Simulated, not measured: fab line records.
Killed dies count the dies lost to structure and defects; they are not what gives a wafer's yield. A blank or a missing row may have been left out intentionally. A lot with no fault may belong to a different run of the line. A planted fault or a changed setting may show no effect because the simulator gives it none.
A single fault, viewed from 2 desks / flow berkeley-cmos170 / what lay behind the numbers comes last; until then each desk has only its own

THE METROLOGY DESK
Means of the sampled wafers that have a number, per lot and without regard to the tool the lot ran on: this is what the gauges read. The brackets show how far a lot's mean lies from the usual mean; more than 4 standard deviations puts the lot out of limits, marked OUT.
Columns: A = V1_BOW at UCB170_V1_BOW_MEAS_03, usual 21 um
lot=L951; first seen here=day 8 05:53; A=27
lot=L954; first seen here=day 8 05:53; A=22
lot=L953; first seen here=day 8 06:13; A=23
lot=L952; first seen here=day 8 06:14; A=22
lot=L958; first seen here=day 9 12:23; A=22
lot=L966; first seen here=day 10 16:08; A=23
lot=L967; first seen here=day 10 16:28; A=15
lot=L965; first seen here=day 10 20:26; A=14
lot=L969; first seen here=day 11 19:53; A=15
lot=L971; first seen here=day 11 22:36; A=26
lot=L974; first seen here=day 12 09:34; A=21
This desk found nothing out of limits on any of the 11 lots.

TOOL OWNER'S DESK, krf-scanner-02
The tool's own readings at UCB170_M1_EXPOSE_06 (exposes mask METAL1, target cd 700 nm): means of the sampled wafers that have a number, for each lot that ran on this tool. The brackets show how far a lot's mean lies from the usual mean; more than 4 standard deviations puts the lot out of limits, marked OUT.
Columns: A = exposure-dose-mJ-cm2 at UCB170_M1_EXPOSE_06, usual 20.995
lot=L954; first seen here=day 7 23:25; A=21.006
lot=L952; first seen here=day 8 01:05; A=21.010
lot=L958; first seen here=day 9 06:37; A=20.862 (-6.6) OUT
This desk's verdict: out of limits on L958, starting with L958 at day 9 06:37 (exposure-dose-mJ-cm2 at UCB170_M1_EXPOSE_06). L954, L952: within limits.

TAKEN TOGETHER
An alarm could have come from the tool owner's desk at day 9 06:37, on L958.
From the metrology desk's view, nothing was out of limits.
The metrology desk has L958 on record, within its limits.
All the named lots went through UCB170_M1_EXPOSE_06 on krf-scanner-02.

WHAT THE SIMULATOR HAD PUT IN
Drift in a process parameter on krf-scanner-02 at UCB170_M1_EXPOSE_06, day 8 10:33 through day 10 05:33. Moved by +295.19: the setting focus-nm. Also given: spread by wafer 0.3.
Struck lots among those shown: L958.
Delay in hours, fault start to first out-of-limits reading, by desk: the tool owner's desk at 20.
